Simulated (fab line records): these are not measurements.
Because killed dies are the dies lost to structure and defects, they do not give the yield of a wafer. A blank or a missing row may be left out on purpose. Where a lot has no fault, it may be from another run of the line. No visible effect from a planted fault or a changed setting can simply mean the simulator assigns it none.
Comparing a struck lot with a sound one | flow ritCmos | 15 out of 202 route steps
Sound: the wafers L997.2, L997.5, L997.6. Wafers L992.3, L992.4, L992.5 were the ones struck. Last of all comes the cause.
At each step with rows: each side's tool, then ch and its chambers, then its first start. Under that, the readings that differ: sound wafers | struck wafers | difference of the means | sigmas: that difference in standard deviations of wafers without a fault.
alike: a reading whose means differ by less than 2 such deviations, as well as words and numbers matching on both sides. not compared: withheld readings; readings where some wafer has no value; bounds like >300 that might hide an equal value; numbers whose values overlap and for which the record gives no deviation.
Wherever a step has rows on one side only, a row that says differs or no value, or a row with sigmas, the two part there. Numbers that don't overlap but have no deviation are shown without sigmas and don't part them. A reading that every wafer of one side lacks parts them only if that side has two wafers or more.

first, 2 steps without rows for these wafers: RIT_GATE_PEB_14; RIT_GATE_DEVELOP_15 (develop time 50 s).
RIT_GATE_CD_MEAS_16: target cd 150 nm.
  sound on cdSem-02 at day 5 18:48; struck on cdSem-01 at day 4 16:44
  alike: cdNm
RIT_GATE_OVL_MEAS_17:
  sound on overlay-02 at day 5 18:55; struck on overlay-02 at day 4 16:50
  alike: GATE_OVL
then, 1 step without rows for these wafers: RIT_GATE_HARDBAKE_18 (time 60 s).
RIT_GATE_ETCH_19: etches poly-Si in SF6/CHF3/O2, stops on SiO2, time 165 s, target depth 312.5 nm.
  sound on rieSi-01 ch 2,3, day 5 19:05; struck on rieSi-02 ch 0,2,3, day 4 17:07
  alike: chamberPressureMTorr, drypumpMotorCurrentA, oesProductAu, throttleValvePct
  not compared: rfHoursCounterH
RIT_GATE_STRIP_20: strips in O2, time 180 s.
  sound on plasmaAsher-04 ch 0,1, day 5 19:12; struck on plasmaAsher-04 ch 0,1, day 4 17:17
  alike: chamberPressureMTorr, drypumpMotorCurrentA, rfReflPowerW
  not compared: rfHoursCounterH
RIT_GATE_CD_MEAS_90: target cd 150 nm.
  sound on cdSem-02 at day 5 19:23; struck on cdSem-02 at day 4 17:27
  alike: cdNm
then, 4 steps without rows for these wafers: RIT_REOX_CLEAN_00 (cleans in SC1, time 600 s); RIT_REOX_CLEAN_01 (cleans in dHF, time 30 s); RIT_REOX_CLEAN_02 (cleans in SC2, time 600 s); RIT_REOX_OXIDATION_03 (target thk 25.2 nm, ox time 5580 s).
RIT_REOX_THK_MEAS_04:
  sound on filmMetro-02 at day 5 23:37; struck on filmMetro-04 at day 4 20:32
reading             | sound          | struck         | difference | sigmas
REOX_OXIDE_THK (nm) | 25.2 25.2 25.4 | 29.5 29.2 29.4 | +4.1       | +9
then, 1 step without rows for these wafers: RIT_NLDD_HMDS_00 (prime time 60 s).
RIT_M1_PROBE_99:
  sound on prober-02 at day 6 16:44; struck on prober-01 at day 5 13:18
  alike: killed_at_M0_to_M3, killedAtContacts, killedAtFrontEnd, killedDies, killedOnRim, killedOpen, killedShort

WHERE THEY PART
Only at RIT_REOX_THK_MEAS_04, as far as this record shows. Later steps at which nothing parts them and some readings are alike: RIT_M1_PROBE_99.

WHY: what had been put in by the simulator
Metrology matching offset: filmMetro-04, from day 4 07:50 on, at RIT_REOX_THK_MEAS_04. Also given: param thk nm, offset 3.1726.
